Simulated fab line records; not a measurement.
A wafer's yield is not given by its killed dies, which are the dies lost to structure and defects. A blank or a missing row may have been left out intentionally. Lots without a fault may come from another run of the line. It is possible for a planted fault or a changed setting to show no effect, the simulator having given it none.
Which tool was responsible? :: flow rit cmos :: 21 wafers from 7 lots sampled at 3 of the route's 202 steps

## WHAT THE GAUGES READ, wafer by wafer
RIT_CONTACT_CD_MEAS_08: target cd 1000 nm.
lot: L264
measured: day 4 08:28
on: cd sem-02
cd nm (nm): 1004.5 1003.5 1005.2

lot: L269
measured: day 5 08:09
on: cd sem-01
cd nm (nm): 998.7 997.6 1001.2

lot: L271
measured: day 5 18:01
on: cd sem-01
cd nm (nm): 1000.9 1002.9 1001.8

lot: L275
measured: day 6 07:23
on: cd sem-02
cd nm (nm): 1003.7 1005.3 1004.5

lot: L276
measured: day 6 15:38
on: cd sem-02
cd nm (nm): 1001.9 1001.2 1000.9

lot: L279
measured: day 7 02:16
on: cd sem-02
cd nm (nm): - - -

lot: L281
measured: day 7 14:05
on: cd sem-01
cd nm (nm): - - -

## WHAT TOOL EACH LOT RAN ON (gives the tool, then ch and the chambers of the sampled wafers, and finally the start)
lot: L264
RIT_SILICIDE_RTA_06: rtp anneal-01 ch 0, day 4 07:13
RIT_CONTACT_COAT_03: litho track-03 ch 0, day 4 07:37

lot: L269
RIT_SILICIDE_RTA_06: rtp anneal-02 ch 0, day 5 06:52
RIT_CONTACT_COAT_03: litho track-04 ch 0, day 5 07:13

lot: L271
RIT_SILICIDE_RTA_06: rtp anneal-02 ch 0, day 5 16:42
RIT_CONTACT_COAT_03: litho track-03 ch 0, day 5 17:05

lot: L275
RIT_SILICIDE_RTA_06: rtp anneal-02 ch 0, day 6 06:14
RIT_CONTACT_COAT_03: litho track-03 ch 0, day 6 06:34

lot: L276
RIT_SILICIDE_RTA_06: rtp anneal-01 ch 0, day 6 14:19
RIT_CONTACT_COAT_03: litho track-03 ch 0, day 6 14:50

lot: L279
RIT_SILICIDE_RTA_06: rtp anneal-02 ch 0, day 7 01:00
RIT_CONTACT_COAT_03: litho track-01, day 7 01:20

lot: L281
RIT_SILICIDE_RTA_06: rtp anneal-02 ch 0, day 7 12:56
RIT_CONTACT_COAT_03: litho track-01, day 7 13:16
- RIT_SILICIDE_RTA_06: time 10 s, ramp up 5 s, ramp down 10 s.
- RIT_CONTACT_COAT_03: resist thk 1000 nm.

## THE ANSWER, worked out from the rows above alone
Rule: usual is defined by the lots themselves. Put in order of their means at a reading, lots are off if they are a third of the lots or fewer, leave a main group of 4 or more, and stand apart from it by a gap of 3 or more times the standard deviation of the main group's means; of several such gaps the widest counts. Not used: any main group whose means are identical at the precision the tables above print for the reading. Also off: a lot with no number at a reading for which 4 or more lots have one. The other lots that the step has rows for count as sound.
Off: L279, L281 (RIT_CONTACT_CD_MEAS_08, cd nm). Without a number there: L279, L281. The main group has a mean of 1002.3 nm with a standard deviation of 2.
If a tool, at a process step before that reading, ran all the lots that are off and no sound lot after the first of them, it fits. Those tools and the gauges at RIT_CONTACT_CD_MEAS_08 are tried in the same way. Can't be told from this: 2 tools fit, rtp anneal-02 at RIT_SILICIDE_RTA_06, litho track-01 at RIT_CONTACT_COAT_03.

## WHAT WAS PUT IN BY THE SIMULATOR
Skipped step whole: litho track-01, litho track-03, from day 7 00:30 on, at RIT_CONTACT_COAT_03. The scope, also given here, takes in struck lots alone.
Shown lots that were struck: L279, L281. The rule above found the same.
